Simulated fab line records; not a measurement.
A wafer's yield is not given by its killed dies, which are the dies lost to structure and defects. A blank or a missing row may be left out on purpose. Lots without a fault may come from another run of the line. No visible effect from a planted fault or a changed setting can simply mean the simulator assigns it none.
Struck lot and sound lot, side by side / flow rit-cmos / 3 out of 202 route steps
Sound: wafers L847.1, L847.2, L847.5. Wafers struck: L838.1, L838.2, L838.4. The cause comes at the end.
At each step with rows: each side's tool, then ch and its chambers, then its first start. Under that, the readings that differ: sound wafers / struck wafers / difference of the means / sigmas: that difference in standard deviations of wafers without a fault.
alike: a reading whose means differ by less than 2 such deviations, as well as words and numbers matching on both sides. not compared: withheld readings; readings where some wafer has no value; bounds like >300 that might hide an equal value; numbers whose values overlap and for which the record gives no deviation.
A row with sigmas, a row that says differs or no value, or rows on one side alone: a step with any of these is where the two part. Numbers that have no deviation but don't overlap get no sigmas and don't part them. A reading that every wafer of one side lacks parts them only if that side has two wafers or more.

RIT_ACTIVE_BOW_MEAS_00:
  sound on film-metro-03 at day 6 00:00; struck on film-metro-04 at day 4 03:00
  alike: INCOMING_BOW
RIT_ACTIVE_OXIDATION_01: target thk 46.8 nm, ox time 3360 s.
  struck on furnace-04, day 4 03:07; sound on furnace-02 ch 0, day 6 00:07
  no value came back on the struck wafers for any of 5 readings (ox-temp-c (C), ox-temp-c-max and others); on the sound wafers ox-temp-c (C) reads 1000.1 999.8 1001.1
then, 1 step without rows for these wafers: RIT_ACTIVE_CVD_03 (deposits Si3N4 from SiH2Cl2/NH3, target thk 150 nm, time 1500 s).

## WHERE THEY PART
RIT_ACTIVE_OXIDATION_01 only, going by this record.

WHY: what the simulator had put in
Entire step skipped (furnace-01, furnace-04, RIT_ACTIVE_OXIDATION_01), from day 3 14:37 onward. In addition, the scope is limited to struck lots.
